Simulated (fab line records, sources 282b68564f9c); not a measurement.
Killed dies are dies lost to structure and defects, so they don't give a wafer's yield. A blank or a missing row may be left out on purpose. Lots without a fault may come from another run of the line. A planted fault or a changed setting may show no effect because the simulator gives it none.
Which tool did it? | flow rit_cmos | 15 lots, 45 wafers sampled, at 4 steps of a route of 202

WHAT THE GAUGES READ, wafer by wafer
RIT_NRETRO_TW_MEAS_10. Usual: NRETRO_TW 1049, standard deviation 11.
lot  | measured    | on            | NRETRO_TW      | flag
L558 | day 2 08:10 | film_metro-01 | 1048 1052 1050 |
L559 | day 2 14:08 | film_metro-03 | 1036 1037 1039 |
L561 | day 3 05:18 | film_metro-03 | 1043 1046 1046 |
L562 | day 3 10:23 | film_metro-03 | 1043 1049 1049 |
L563 | day 3 11:00 | film_metro-01 | 1048 1046 1048 |
L564 | day 3 16:29 | film_metro-02 | 1063 1069 1068 |
L565 | day 3 18:34 | film_metro-03 | 1046 1041 1047 |
L572 | day 5 03:56 | film_metro-03 | 1038 1043 1041 |
L573 | day 5 09:52 | film_metro-02 | 1071 1077 1074 |
L574 | day 5 14:38 | film_metro-01 | 1053 1050 1050 |
L575 | day 5 19:24 | film_metro-01 | 1052 1058 1048 |
L576 | day 6 01:13 | film_metro-01 | 1052 1052 1061 |
L577 | day 6 04:55 | film_metro-03 | 1038 1038 1034 |
L579 | day 6 14:25 | film_metro-03 | 1037 1043 1032 |
L580 | day 6 20:32 | film_metro-03 | 1037 1040 1040 |

RIT_PSD_TW_MEAS_10. Usual: PSD_TW 3443, standard deviation 42.
lot  | measured    | on            | PSD_TW         | flag
L558 | day 3 07:11 | film_metro-02 | 3483 3515 3498 |
L559 | day 3 13:05 | film_metro-03 | 3414 3411 3410 |
L561 | day 4 01:13 | film_metro-03 | 3407 3419 3420 |
L562 | day 4 06:08 | film_metro-02 | 3494 3499 3514 |
L563 | day 4 08:09 | film_metro-03 | 30 30 30       | OFF
L564 | day 4 12:05 | film_metro-01 | 30 30 30       | OFF
L565 | day 4 14:01 | film_metro-03 | 30 30 30       | OFF
L572 | day 5 22:08 | film_metro-01 | 3433 3408 3412 |
L573 | day 6 05:56 | film_metro-03 | 3373 3359 3379 |
L574 | day 6 10:36 | film_metro-01 | 3413 3406 3422 |
L575 | day 6 14:58 | film_metro-01 | 3443 3459 3443 |
L576 | day 6 20:16 | film_metro-01 | 3436 3452 3429 |
L577 | day 6 23:44 | film_metro-01 | 3435 3435 3418 |
L579 | day 7 09:07 | film_metro-02 | 3509 3514 3491 |
L580 | day 7 14:52 | film_metro-03 | 3394 3397 3420 |

WHICH TOOL RAN EACH LOT (tool, then ch and the chambers of the sampled wafers, then the start)
lot  | RIT_PRETRO_STRIP_09                 | RIT_NSD_STRIP_09
L558 | plasma_asher-02 ch 0, day 2 09:32   | plasma_asher-01 ch 1, day 3 05:35
L559 | plasma_asher-04 ch 0,1, day 2 15:32 | plasma_asher-02 ch 0,1, day 3 11:20
L561 | plasma_asher-02 ch 0,1, day 3 06:40 | plasma_asher-04 ch 0,1, day 3 23:28
L562 | plasma_asher-04 ch 0, day 3 11:45   | plasma_asher-01 ch 0,1, day 4 04:04
L563 | plasma_asher-02 ch 0,1, day 3 12:26 | plasma_asher-01 ch 0,1, day 4 06:35
L564 | plasma_asher-04 ch 0,1, day 3 17:59 | plasma_asher-02 ch 0,1, day 4 10:20
L565 | plasma_asher-02 ch 0,1, day 3 20:04 | plasma_asher-04 ch 0,1, day 4 12:03
L572 | plasma_asher-02 ch 0,1, day 5 05:19 | plasma_asher-02 ch 0,1, day 5 20:32
L573 | plasma_asher-04 ch 0,1, day 5 11:14 | plasma_asher-02 ch 0,1, day 6 04:20
L574 | plasma_asher-04 ch 0,1, day 5 16:00 | plasma_asher-01 ch 0,1, day 6 09:00
L575 | plasma_asher-04 ch 0,1, day 5 20:56 | plasma_asher-04 ch 0,1, day 6 13:17
L576 | plasma_asher-04 ch 0,1, day 6 02:43 | plasma_asher-04 ch 0,1, day 6 18:40
L577 | plasma_asher-01 ch 0,1, day 6 06:19 | plasma_asher-04 ch 0,1, day 6 22:11
L579 | plasma_asher-04 ch 0,1, day 6 15:49 | plasma_asher-02 ch 0,1, day 7 07:24
L580 | plasma_asher-01 ch 0,1, day 6 21:54 | plasma_asher-02 ch 0,1, day 7 13:08
- RIT_PRETRO_STRIP_09: strips in O2, time 180 s.
- RIT_NSD_STRIP_09: strips in O2, time 180 s.

WHAT THE TOOLS THEMSELVES READ (means of the sampled wafers that have a number; where no wafer has one, the mark that the record gives instead)
RIT_PRETRO_STRIP_09. Usual: chamber_pressure_mTorr 4000 mTorr, standard deviation 3.7; drypump_motor_current_A 5.8 A, standard deviation 0.62.
lot  | tool            | chamber_pressure_mTorr (mTorr) | drypump_motor_current_A (A) | flag
L558 | plasma_asher-02 | 3998                           | 5.3                         |
L559 | plasma_asher-04 | 3998                           | 6.0                         |
L561 | plasma_asher-02 | 4000                           | 5.1                         |
L562 | plasma_asher-04 | 3999                           | 6.6                         |
L563 | plasma_asher-02 | 4002                           | 5.2                         |
L564 | plasma_asher-04 | 4001                           | 6.0                         |
L565 | plasma_asher-02 | 4001                           | 5.1                         |
L572 | plasma_asher-02 | 3999                           | 5.1                         |
L573 | plasma_asher-04 | 4000                           | 6.3                         |
L574 | plasma_asher-04 | 4001                           | 6.3                         |
L575 | plasma_asher-04 | 4001                           | 6.0                         |
L576 | plasma_asher-04 | 4000                           | 6.0                         |
L577 | plasma_asher-01 | 3998                           | 6.3                         |
L579 | plasma_asher-04 | 4000                           | 6.3                         |
L580 | plasma_asher-01 | 4000                           | 6.3                         |

RIT_NSD_STRIP_09. Usual: chamber_pressure_mTorr 4000 mTorr, standard deviation 3.8; drypump_motor_current_A 5.9 A, standard deviation 0.6.
lot  | tool            | chamber_pressure_mTorr (mTorr) | drypump_motor_current_A (A) | flag
L558 | plasma_asher-01 | 3999                           | 6.3                         |
L559 | plasma_asher-02 | 4001                           | 5.2                         |
L561 | plasma_asher-04 | 4000                           | 6.0                         |
L562 | plasma_asher-01 | 4001                           | 6.3                         |
L563 | plasma_asher-01 | -                              | -                           | OFF
L564 | plasma_asher-02 | -                              | -                           | OFF
L565 | plasma_asher-04 | -                              | -                           | OFF
L572 | plasma_asher-02 | 4002                           | 5.2                         |
L573 | plasma_asher-02 | 4001                           | 5.1                         |
L574 | plasma_asher-01 | 4001                           | 6.3                         |
L575 | plasma_asher-04 | 3998                           | 6.3                         |
L576 | plasma_asher-04 | 3996                           | 6.3                         |
L577 | plasma_asher-04 | 4000                           | 6.3                         |
L579 | plasma_asher-02 | 3999                           | 5.1                         |
L580 | plasma_asher-02 | 4003                           | 5.2                         |

THE ANSWER, worked out from the rows above alone
Rule: a lot is off if the mean of its wafers that have a number lies more than 3 standard deviations from the usual mean. A lot without any number at a reading at which 4 lots or more have one is off too. The other lots that the step has rows for count as sound. The gauges are gone through in route order, then the tools' own readings, and for those a lot's mean is taken as printed above. The first step at which some lot is off is used, and at that step the reading that is off furthest; a lot without a number counts as furthest.
Off: L563, L564, L565, at RIT_PSD_TW_MEAS_10 (PSD_TW).
A tool fits if, at a process step before that reading, it ran every lot that is off, and no sound lot after the first of them. The gauges at RIT_PSD_TW_MEAS_10 aren't tried: what is off there is off at RIT_NSD_STRIP_09 too, on other tools, and a gauge's error can't cause that. None of those tried fits.

WHAT THE SIMULATOR HAD PUT IN
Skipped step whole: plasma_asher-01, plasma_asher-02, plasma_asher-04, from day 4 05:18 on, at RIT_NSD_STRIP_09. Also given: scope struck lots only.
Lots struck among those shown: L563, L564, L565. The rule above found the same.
